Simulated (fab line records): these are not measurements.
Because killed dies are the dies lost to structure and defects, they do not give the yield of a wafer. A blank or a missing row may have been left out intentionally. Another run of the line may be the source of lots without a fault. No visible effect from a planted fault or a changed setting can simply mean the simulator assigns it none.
One fault seen from 2 desks / flow berkeley cmos170 / what lay behind the numbers comes last; until then each desk has only its own

## METROLOGY DESK
What the gauges read, lot by lot, whatever tool the lot ran on: means of the sampled wafers that have a number. Any lot whose mean is over 4 standard deviations away from the usual mean is out of limits and marked OUT; that distance is given in the brackets.
Columns: A = cd nm at UCB170_V1_CD_MEAS_90, usual 699.4 nm
lot=L384; first seen here=day 8 23:03; A=699.2
lot=L383; first seen here=day 9 03:11; A=698.9
lot=L393; first seen here=day 10 12:56; A=713.1 (+9.8) OUT
lot=L396; first seen here=day 11 13:16; A=709.2 (+7.0) OUT
lot=L398; first seen here=day 12 04:26; A=698.4
lot=L397; first seen here=day 12 06:16; A=698.8
lot=L401; first seen here=day 12 12:47; A=697.3
lot=L400; first seen here=day 12 12:52; A=697.6
lot=L404; first seen here=day 12 18:35; A=699.1
This desk's verdict: out of limits on L393, L396, starting with L393 at day 10 12:56 (cd nm at UCB170_V1_CD_MEAS_90). L384, L383, L398, L397, L401, L400, L404: within limits.

## DESK OF THE TOOL OWNER: rie diel-02
The tool's own readings at UCB170_V1_ETCH_14 (etches SiO2 in CHF3/CF4/Ar, stops on Al, target depth 1250 nm, time 291 s): means of the sampled wafers that have a number, for each lot that ran on this tool. Any lot whose mean is over 4 standard deviations away from the usual mean is out of limits and marked OUT; that distance is given in the brackets.
Columns: A = drypump motor current A at UCB170_V1_ETCH_14, usual 5.9 A; B = oes product au at UCB170_V1_ETCH_14, usual 0.861 a.u.; C = rf fwd power W at UCB170_V1_ETCH_14, usual 698.2 W; D = throttle valve pct at UCB170_V1_ETCH_14, usual 6.92 %
lot=L384; first seen here=day 8 22:46; A=6.3; B=0.858; C=697.7; D=6.90
lot=L393; first seen here=day 10 12:38; A=6.2; B=0.857; C=1189.0 (+99 or more) OUT; D=6.89
lot=L396; first seen here=day 11 12:59; A=6.2; B=0.863; C=1189.1 (+99 or more) OUT; D=6.86
This desk's verdict: out of limits on L393, L396, starting with L393 at day 10 12:38 (rf fwd power W at UCB170_V1_ETCH_14). L384: within limits.

## TAKEN TOGETHER
On L393, L396, at day 10 12:38, an alarm was possible from the tool owner's desk.
L393, L396 would have let the metrology desk raise an alarm at day 10 12:56.
On rie diel-02, each named lot ran UCB170_V1_ETCH_14.

## WHAT WAS PUT IN BY THE SIMULATOR
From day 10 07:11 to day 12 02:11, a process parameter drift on rie diel-02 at UCB170_V1_ETCH_14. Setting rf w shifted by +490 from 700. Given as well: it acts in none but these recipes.
Struck lots among those shown: L393, L396.
Counting hours from when the fault started, the first reading out of limits came at 5 for the tool owner's desk and at 6 for the metrology desk.
